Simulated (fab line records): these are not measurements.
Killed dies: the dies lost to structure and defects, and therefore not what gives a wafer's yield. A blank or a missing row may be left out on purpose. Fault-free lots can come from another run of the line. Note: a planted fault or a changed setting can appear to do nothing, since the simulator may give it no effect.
Which tool is to blame? / flow rit_cmos / 15 lots with 45 wafers sampled at 2 steps, on a route of 202 steps

WHAT THE GAUGES SHOWED, per wafer
The record holds no reading of a measuring or inspecting step that can be judged against a usual standard deviation.

WHICH TOOL RAN EACH LOT (tool, then ch and the chambers of the sampled wafers, then the start)
lot=L945; RIT_NRETRO_IMPLANT_08=implanter-03 ch 0, day 2 06:04; RIT_M1_PROBE_99=-
lot=L946; RIT_NRETRO_IMPLANT_08=implanter-04 ch 0, day 2 15:10; RIT_M1_PROBE_99=-
lot=L947; RIT_NRETRO_IMPLANT_08=implanter-03 ch 0, day 2 22:09; RIT_M1_PROBE_99=-
lot=L948; RIT_NRETRO_IMPLANT_08=implanter-04 ch 0, day 3 04:45; RIT_M1_PROBE_99=-
lot=L949; RIT_NRETRO_IMPLANT_08=implanter-04 ch 0, day 3 10:46; RIT_M1_PROBE_99=-
lot=L950; RIT_NRETRO_IMPLANT_08=implanter-03 ch 0, day 3 14:50; RIT_M1_PROBE_99=-
lot=L953; RIT_NRETRO_IMPLANT_08=implanter-03 ch 0, day 4 03:37; RIT_M1_PROBE_99=-
lot=L954; RIT_NRETRO_IMPLANT_08=implanter-03 ch 0, day 4 08:44; RIT_M1_PROBE_99=-
lot=L957; RIT_NRETRO_IMPLANT_08=implanter-03 ch 0, day 5 00:34; RIT_M1_PROBE_99=-
lot=L958; RIT_NRETRO_IMPLANT_08=implanter-04 ch 0, day 5 05:14; RIT_M1_PROBE_99=-
lot=L963; RIT_NRETRO_IMPLANT_08=implanter-01 ch 0, day 6 01:41; RIT_M1_PROBE_99=-
lot=L964; RIT_NRETRO_IMPLANT_08=implanter-04 ch 0, day 6 06:55; RIT_M1_PROBE_99=-
lot=L965; RIT_NRETRO_IMPLANT_08=implanter-01 ch 0, day 6 11:23; RIT_M1_PROBE_99=-
lot=L966; RIT_NRETRO_IMPLANT_08=implanter-01 ch 0, day 6 15:53; RIT_M1_PROBE_99=prober-02, day 7 20:56
lot=L967; RIT_NRETRO_IMPLANT_08=implanter-01 ch 0, day 6 21:31; RIT_M1_PROBE_99=-
- RIT_NRETRO_IMPLANT_08
- RIT_M1_PROBE_99

AS READ BY THE TOOLS THEMSELVES (means over the sampled wafers that have a number; for cases with no such wafer, the mark the record gives instead)
RIT_NRETRO_IMPLANT_08. Usual: 70.000 for beam_energy_keV, sd 0.023.
lot=L945 tool=implanter-03 beam_energy_keV=69.992 flag=
lot=L946 tool=implanter-04 beam_energy_keV=69.994 flag=
lot=L947 tool=implanter-03 beam_energy_keV=69.977 flag=
lot=L948 tool=implanter-04 beam_energy_keV=70.024 flag=
lot=L949 tool=implanter-04 beam_energy_keV=70.011 flag=
lot=L950 tool=implanter-03 beam_energy_keV=70.007 flag=
lot=L953 tool=implanter-03 beam_energy_keV=67.596 flag=OFF
lot=L954 tool=implanter-03 beam_energy_keV=67.595 flag=OFF
lot=L957 tool=implanter-03 beam_energy_keV=67.604 flag=OFF
lot=L958 tool=implanter-04 beam_energy_keV=69.972 flag=
lot=L963 tool=implanter-01 beam_energy_keV=69.982 flag=
lot=L964 tool=implanter-04 beam_energy_keV=69.966 flag=
lot=L965 tool=implanter-01 beam_energy_keV=69.979 flag=
lot=L966 tool=implanter-01 beam_energy_keV=69.997 flag=
lot=L967 tool=implanter-01 beam_energy_keV=69.979 flag=

RIT_M1_PROBE_99. Usual: killed_at_contacts 0.1, standard deviation 0.37; killed_at_front_end 6.9, standard deviation 2.9; killed_dies 7.1, standard deviation 2.9; killed_open 3.3, standard deviation 1.8; killed_short 3.6, standard deviation 2.2.
lot=L966 tool=prober-02 killed_at_contacts=0.0 killed_at_front_end=8.7 killed_dies=8.7 killed_open=4.7 killed_short=4.0 flag=

THE ANSWER, worked out from the rows above alone
Rule: lot off if the mean of its wafers having a number is beyond 3 standard deviations from the usual mean. A lot without any number at a reading at which 4 lots or more have one is off too. All remaining lots with rows at the step are treated as sound. Order of review: gauges by route order, followed by the tools' own readings, for which a lot's mean as printed above is used. At the first step where some lot is off, the reading lying furthest off is the one used; lots without a number count as furthest.
Off at RIT_NRETRO_IMPLANT_08 (beam_energy_keV): L953, L954, L957.
A tool fits if, at that step or a process step before it, it ran every lot that is off, and no sound lot after the first of them. One fits: RIT_NRETRO_IMPLANT_08 on implanter-03. Its last sound lot is L950 (day 3 14:50), its first lot that is off L953 (day 4 03:37): a fault that began between those two fits.
The tool's own readings at RIT_NRETRO_IMPLANT_08 bear it out: on the lots that are off they differ by more than 5 times the standard deviation of the sound lots' means. beam_energy_keV reads 67.598 there against 69.990 on the sound lots.

WHAT HAD BEEN PUT IN BY THE SIMULATOR
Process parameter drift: implanter-03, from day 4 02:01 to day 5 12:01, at RIT_NRETRO_IMPLANT_08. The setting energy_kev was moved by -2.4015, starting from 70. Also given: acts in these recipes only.
Lots struck among those shown: L953, L954, L957. The rule given above showed the same thing.
